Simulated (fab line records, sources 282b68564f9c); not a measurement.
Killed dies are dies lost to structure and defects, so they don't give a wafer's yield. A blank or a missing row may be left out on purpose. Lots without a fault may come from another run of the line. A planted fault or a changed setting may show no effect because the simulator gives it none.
fab line records | flow rit_cmos
record lots=6 wafers=18 last_day=7
route steps=202 shown M1@184
lots that met no fault: from a run of the same line without faults
start_h: hours from the record's first day to the start of the lot's first wafer shown | wait_h: hours since the lot's step before | " the same as in the row above | L1.1+2: a row that stands for several wafers | - no value, or no start given | * or withheld: withheld | < > ~ a bound
route shown NAME@n: a module of which the file shows steps, and the number in the route of the first | usual: mean/standard deviation of fault-free wafers | same: alike in all rows | chamber/n: place in a boat | sites: the reading at each site | _std_site: their standard deviation | _edge_site: outer sites' mean less inner sites' | radius_mm: how far each site lies from the wafer's centre | mask NAME#n: copy n | behind: the tool/chamber that last shaped the wafer | hold: why the lot was held/for how many hours/how that ended | device: the transistor (n, p or np) that didn't switch | end of line: the same wafers' tests at the end of the route | a step without rows: its recipe alone | killed: dies lost to structure and defects at the first sort, not the wafer's yield | map: a wafer's dies, x killed, . not, _ none there
set.NAME: the setting as run; set.NAME@STEP: as run at that earlier step | model.NAME: the simulator's own value behind a step, which no gauge read
lots at some steps of the route; a table a step, a row a wafer
services: from which hour (start_h, from the record's first day; less than 0 if before it) a tool's chamber was out of use, for how many hours, and why
## steps
# step RIT_M1_SPUTTER_00
# recipe material=Al target_thk_nm=400 power_w=2000 chamber_pressure_pa=0.4 gas=Ar time_s=500 substrate_temp_c=25
# usual throttle_valve_pct=30.0/0.84
# same time_s=500
# columns lot.wafer tool chamber start_h wait_h throttle_valve_pct
L999.2 pvd_sputter-01 - 58.68 0.0 29.1
L999.4 " - " " 29.9
L999.5 " - " " 30.1
L104.1 pvd_sputter-04 - 82.96 0.0 29.8
L104.3 " - " " 31.1
L104.6 " - " " 29.3
L113.1 pvd_sputter-01 - 127.14 0.0 29.9
L113.2 " - " " 29.5
L113.6 " - " " 30.0
L115.2 pvd_sputter-01 - 138.84 0.0 29.6
L115.3 " - " " 29.4
L115.6 " - " " 31.4
L118.2 pvd_sputter-04 - 153.22 0.0 30.0
L118.3 " - " " 29.6
L118.6 " - " " 30.0
L119.2 pvd_sputter-01 - 158.13 0.0 29.5
L119.4 " - " " 29.2
L119.5 " - " " 29.1
# step RIT_M1_RS_MEAS_01
# recipe thk_meas_gauge=four-point-probe reads=Al_of_M1_SPUTTER_00
# usual M1_AL_RS=0.0739/0.00079
# columns lot.wafer tool chamber start_h wait_h M1_AL_RS[ohm/sq]
L999.2 film_metro-04 - 58.99 0.2 0.0738
L999.4 " - " " 0.0740
L999.5 " - " " 0.0743
L104.1 film_metro-03 - 83.26 0.1 0.0745
L104.3 " - " " 0.0745
L104.6 " - " " 0.0738
L113.1 film_metro-03 - 127.43 0.1 0.0732
L113.2 " - " " 0.0742
L113.6 " - " " 0.0730
L115.2 film_metro-04 - 139.15 0.2 0.0728
L115.3 " - " " 0.0742
L115.6 " - " " 0.0729
L118.2 film_metro-03 - 153.53 0.2 0.0760
L118.3 " - " " 0.0763
L118.6 " - " " 0.0761
L119.2 film_metro-01 - 158.44 0.2 0.0736
L119.4 " - " " 0.0739
L119.5 " - " " 0.0742
# step RIT_M1_THK_MEAS_02
# recipe thk_meas_gauge=xrf reads=Al_of_M1_SPUTTER_00
# usual M1_AL_THK=401/4.6
# columns lot.wafer tool chamber start_h wait_h M1_AL_THK[nm]
L999.2 film_metro-04 - 59.10 0.1 400
L999.4 " - " " 403
L999.5 " - " " 402
L104.1 film_metro-03 - 83.38 0.1 397
L104.3 " - " " 396
L104.6 " - " " 403
L113.1 film_metro-03 - 127.55 0.1 404
L113.2 " - " " 397
L113.6 " - " " 401
L115.2 film_metro-04 - 139.26 0.1 409
L115.3 " - " " 403
L115.6 " - " " 409
L118.2 film_metro-03 - 153.64 0.1 393
L118.3 " - " " 387
L118.6 " - " " 390
L119.2 film_metro-01 - 158.55 0.1 402
L119.4 " - " " 397
L119.5 " - " " 399
# step RIT_M1_HMDS_03
# recipe prime_time_s=60 prime_temp_c=140
# step RIT_M1_COAT_04
# recipe resist=NOVOLAK spin_rpm=2000 resist_thk_nm=1300
# step RIT_M1_SOFTBAKE_05
# recipe resist=NOVOLAK temp_c=90 time_s=60
# step RIT_M1_EXPOSE_06
# recipe mask_id=M12 na=0.6 source_shape=conventional sigma_outer=0.5 target_cd_nm=2600 dose_mj=250
# step RIT_M1_PEB_07
# recipe resist=NOVOLAK temp_c=withheld time_s=withheld
# step RIT_M1_DEVELOP_08
# recipe resist=NOVOLAK develop_time_s=68 dev_temp_c=23
# step RIT_M1_CD_MEAS_09
# recipe target_cd_nm=2600
# usual cd_nm=2600.4/2.2
# columns lot.wafer tool chamber start_h wait_h cd_nm
L999.2 cd_sem-02 - 60.05 - 2599.6
L999.4 " - " " 2597.3
L999.5 " - " " 2599.4
L104.1 cd_sem-01 - 84.32 - 2598.4
L104.3 " - " " 2599.3
L104.6 " - " " 2599.3
L113.1 cd_sem-02 - 128.49 - 2600.9
L113.2 " - " " 2602.0
L113.6 " - " " 2602.6
L115.2 cd_sem-02 - 140.34 - 2598.3
L115.3 " - " " 2599.6
L115.6 " - " " 2601.0
L118.2 cd_sem-02 - 154.72 - 2603.0
L118.3 " - " " 2603.9
L118.6 " - " " 2603.4
L119.2 cd_sem-02 - 159.63 - 2600.3
L119.4 " - " " 2601.2
L119.5 " - " " 2600.6
# step RIT_M1_OVL_MEAS_10
# usual M1_OVL=0.7/1.5
# columns lot.wafer tool chamber start_h wait_h M1_OVL[nm]
L999.2 overlay-02 - 60.16 0.1 2.1
L999.4 " - " " 2.4
L999.5 " - " " 3.9
L104.1 overlay-01 - 84.44 0.1 2.4
L104.3 " - " " 1.7
L104.6 " - " " 1.0
L113.1 overlay-02 - 128.61 0.1 0.2
L113.2 " - " " -0.5
L113.6 " - " " -2.0
L115.2 overlay-01 - 140.44 0.1 2.6
L115.3 " - " " 1.3
L115.6 " - " " 2.0
L118.2 overlay-01 - 154.82 0.1 0.8
L118.3 " - " " 1.5
L118.6 " - " " 0.3
L119.2 overlay-01 - 159.73 0.1 -1.0
L119.4 " - " " 1.0
L119.5 " - " " 1.6
# step RIT_M1_HARDBAKE_11
# recipe resist=NOVOLAK temp_c=140 time_s=120
# step RIT_M1_METAL_ETCH_12
# recipe stop_on=SiO2 chemistry=Cl2/BCl3 target=Al time_s=165 over_etch_frac=0.5 pressure_mtorr=100 target_depth_a=6000 rf_w=250 Cl2_flow_sccm=60 bcl3_flow_sccm=50
# usual bcl3_flow_sccm=49.97/0.14 drypump_motor_current_A=5.5/0.49 oes_product_au=0.777/0.014 throttle_valve_pct=8.32/0.11
# columns lot.wafer tool chamber start_h wait_h bcl3_flow_sccm drypump_motor_current_A oes_product_au rf_hours_counter_h throttle_valve_pct model.NOVOLAK_of_M1_COAT_04.thk_nm model.M1.feature_depth_nm
L999.2 rie_metal-04 1 60.44 0.2 50.05 5.8 0.757 4 8.47 797 431.2
L999.4 " 0 " " 50.08 4.9 0.794 - 8.41 807.4 429.3
L999.5 " 1 " " 49.90 5.8 0.757 - 8.46 799.2 429.1
L104.1 rie_metal-03 0 84.72 0.2 49.97 6.0 0.767 3 8.33 806.7 427
L104.3 " 0 " " 49.95 6.0 0.770 - 8.31 810.2 427.6
L104.6 " 1 " " 50.04 4.9 0.792 - 8.32 799.7 431.8
L113.1 rie_metal-03 0 128.90 0.2 50.08 6.0 0.714 3 8.35 749.5 441.2
L113.2 " 1 " " 50.13 4.8 0.714 3 8.34 737.9 436
L113.6 " 1 " " 49.97 4.8 0.731 - 8.35 748.4 441.6
L115.2 rie_metal-03 1 140.72 0.2 49.98 4.9 0.725 3 8.33 740.4 442.4
L115.3 " 0 " " 49.78 6.0 0.701 - 8.33 753.3 435.7
L115.6 " 0 " " 50.10 6.0 0.716 - 8.34 751.4 442.5
L118.2 rie_metal-04 0 155.10 0.2 50.00 4.9 0.789 6 8.41 815.9 420.3
L118.3 " 0 " " 49.94 4.9 0.772 - 8.41 812.6 418.2
L118.6 " 0 " " 49.93 4.9 0.788 - 8.39 816 419.1
L119.2 rie_metal-02 0 160.01 0.2 49.98 5.8 0.768 0 8.15 820.3 430.6
L119.4 " 0 " " 49.99 5.9 0.769 - 8.16 822.8 428.2
L119.5 " 1 " " 49.89 5.5 0.764 - 8.15 818.6 427.4
# step RIT_M1_STRIP_13
# recipe chemistry=nmp resist=NOVOLAK temp_c=80 time_s=600 dry=n2_spin
# step RIT_M1_PROBE_99
# usual defect_limited_yield=97.1/1.1 killed_at_front_end=7.5/2.8 killed_dies=7.6/2.8 killed_open=3.9/2.1 killed_short=3.7/1.7 sort_bin_3_pad_short=0.1/0.2 sort_bin_5_function=1.7/0.85 sort_bin_6_memory=1.1/0.71 sort_n_pass=256.4/2.8 sort_yield_pct=97.1/1.1
# same gross_dies=264 killed_at_M0_to_M3=0 killed_at_M4_up=0 killed_at_back_side=0 killed_at_contacts=0 killed_at_other=0
# columns lot.wafer tool chamber start_h wait_h defect_limited_yield[%] killed_at_front_end killed_dies killed_open killed_short sort_bin_3_pad_short[%] sort_bin_5_function[%] sort_bin_6_memory[%] sort_n_pass sort_yield_pct[%] model.etest.antenna_m1.vt_shift_v
L999.2 prober-02 - 62.74 0.1 97.7 6 6 3 3 0 1.9 0.4 258.0 97.7 -0.01338
L999.4 prober-02 - 62.84 0.2 97.0 8 8 6 2 0.4 1.1 1.5 256.0 97.0 -0.004511
L999.5 prober-02 - 62.89 0.2 97.3 7 7 5 2 0 1.1 1.5 257.0 97.3 -0.01401
L104.1 prober-01 - 86.98 0.1 95.8 11 11 5 4 0 2.3 1.9 253.0 95.8 -0.01272
L104.3 prober-01 - 87.08 0.2 94.7 14 14 9 5 0 3.0 2.3 250.0 94.7 -0.008719
L104.6 prober-01 - 87.23 0.2 97.7 6 6 1 5 0.4 1.1 0.8 258.0 97.7 -0.01171
L113.1 prober-02 - 131.15 0.1 98.1 5 5 1 4 0.4 0.8 0.8 259.0 98.1 -0.01904
L113.2 prober-02 - 131.20 0.1 96.6 9 9 7 2 0 1.9 1.5 255.0 96.6 -0.01843
L113.6 prober-02 - 131.40 0.2 97.0 8 8 2 6 0 1.9 1.1 256.0 97.0 -0.01789
L115.2 prober-02 - 143.20 0.1 95.1 13 13 5 8 0 3.8 1.1 251.0 95.1 -0.01496
L115.3 prober-02 - 143.25 0.2 97.3 7 7 3 4 0 1.1 1.5 257.0 97.3 -0.01574
L115.6 prober-02 - 143.40 0.2 96.6 9 9 3 6 0 1.9 1.5 255.0 96.6 -0.01456
L118.2 prober-01 - 158.47 0.1 98.1 5 5 3 2 0 1.1 0.8 259.0 98.1 -0.01218
L118.3 prober-01 - 158.52 0.2 95.1 13 13 9 4 0 2.3 2.7 251.0 95.1 -0.01254
L118.6 prober-01 - 158.67 0.2 98.1 5 5 3 2 0 1.5 0.4 259.0 98.1 -0.01139
L119.2 prober-02 - 162.78 0.1 96.6 9 9 3 6 0 0.8 2.7 255.0 96.6 -0.01153
L119.4 prober-02 - 162.88 0.2 97.7 6 6 2 4 0.8 1.1 0.4 258.0 97.7 -0.008361
L119.5 prober-02 - 162.93 0.2 97.7 6 6 5 1 0 1.5 0.8 258.0 97.7 -0.007825
# killed by level:class
L999.2 GATE:geometric_particle:short=2 FOX1:geometric_particle:open=1 FOX1:geometric_particle:short=1 FOX2:geometric_particle:open=1 GATE:geometric_particle:open=1
L999.4 GATE:geometric_particle:open=3 FOX1:geometric_particle:short=2 FOX2:geometric_particle:open=2 REOX:geometric_particle:open=1
L999.5 GATE:geometric_particle:open=3 FOX1:geometric_particle:short=1 REOX:geometric_particle:short=1 SPACER:geometric_particle:open=1 SILICIDE:geometric_particle:open=1
L104.1 GATE:geometric_particle:open=2 REOX:geometric_particle:short=2 FOX1:geometric_particle:open=1 FOX2:geometric_particle:open=1 SPACER:geometric_particle:open=1 SPACER:geometric_particle:short=1 SILICIDE:geometric_particle:short=1 NRETRO:coat_microbubble_printed=1
L104.3 FOX2:geometric_particle:open=3 GATE:geometric_particle:short=2 SPACER:geometric_particle:open=2 SILICIDE:geometric_particle:open=2 FOX2:geometric_particle:short=1 GATE:geometric_particle:open=1 REOX:geometric_particle:open=1 REOX:geometric_particle:short=1
L104.6 FOX1:geometric_particle:short=2 GATE:geometric_particle:short=1 SPACER:geometric_particle:short=1 SPACER:geometric_particle:open=1 SILICIDE:geometric_particle:short=1
L113.1 SPACER:geometric_particle:short=2 GATE:geometric_particle:short=2 GATE:geometric_particle:open=1
L113.2 SPACER:geometric_particle:open=4 FOX1:geometric_particle:open=1 FOX2:geometric_particle:open=1 FOX2:geometric_particle:short=1 REOX:geometric_particle:open=1 SPACER:geometric_particle:short=1
L113.6 FOX1:geometric_particle:short=4 SPACER:geometric_particle:short=2 FOX1:geometric_particle:open=1 SPACER:geometric_particle:open=1
L115.2 GATE:geometric_particle:short=3 FOX1:geometric_particle:short=2 FOX1:geometric_particle:open=2 GATE:geometric_particle:open=2 FOX2:geometric_particle:short=1 REOX:geometric_particle:short=1 REOX:geometric_particle:open=1 SPACER:geometric_particle:short=1
L115.3 SILICIDE:geometric_particle:short=2 FOX1:geometric_particle:short=1 FOX2:geometric_particle:open=1 GATE:geometric_particle:short=1 SPACER:geometric_particle:open=1 SILICIDE:geometric_particle:open=1
L115.6 SILICIDE:geometric_particle:short=3 FOX1:geometric_particle:short=2 FOX1:geometric_particle:open=1 FOX2:geometric_particle:open=1 GATE:geometric_particle:short=1 SILICIDE:geometric_particle:open=1
L118.2 GATE:geometric_particle:open=3 GATE:geometric_particle:short=2
L118.3 GATE:geometric_particle:open=7 GATE:geometric_particle:short=3 FOX2:geometric_particle:open=2 FOX2:geometric_particle:short=1
L118.6 GATE:geometric_particle:open=2 GATE:geometric_particle:short=1 REOX:geometric_particle:open=1 SILICIDE:geometric_particle:short=1
L119.2 GATE:geometric_particle:short=2 GATE:geometric_particle:open=2 REOX:geometric_particle:short=2 FOX1:geometric_particle:short=1 FOX2:geometric_particle:short=1 REOX:geometric_particle:open=1
L119.4 FOX2:geometric_particle:short=1 FOX2:geometric_particle:open=1 GATE:geometric_particle:short=1 REOX:geometric_particle:short=1 SILICIDE:geometric_particle:open=1 SILICIDE:geometric_particle:short=1
L119.5 GATE:geometric_particle:open=2 FOX2:geometric_particle:open=1 SILICIDE:geometric_particle:open=1 GATE:geometric_particle:short=1 REOX:geometric_particle:open=1
## services
# columns tool chamber start_h hours kind
rie_metal-02 - 41.78 2.8 pm
rie_metal-03 - 49.80 1.3 repair
rie_metal-04 1 91.86 7.7 repair
pvd_sputter-04 - 121.91 1.1 repair
rie_metal-02 - 136.12 20.0 pm
rie_metal-02 0 136.12 20.0 vent_cycle
rie_metal-02 1 136.12 20.0 vent_cycle
rie_metal-02 0 156.12 - clean
rie_metal-02 1 156.12 - clean
## key
first_sign step=RIT_M1_METAL_ETCH_12 reading=oes_product_au direction=down sigmas=4.4 usual=0.777 struck=0.717
effect none on later readings
model_effect step=RIT_M1_METAL_ETCH_12 value=NOVOLAK_of_M1_COAT_04.thk_nm without=805.8 struck=746.8
model_effect step=RIT_M1_PROBE_99 value=etest.antenna_m1.vt_shift_v without=-0.01145 struck=-0.01677
met_at RIT_M1_METAL_ETCH_12
struck_wafers L113.1,L113.2,L113.6,L115.2,L115.3,L115.6
onset_between 84.72 128.90
fault kind=process_parameter_drift tool=rie_metal-03 chamber=- onset_h=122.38 steps=RIT_M1_METAL_ETCH_12 channel=target_depth_a offset=1053.8 shape=step end_h=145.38 stated=6000
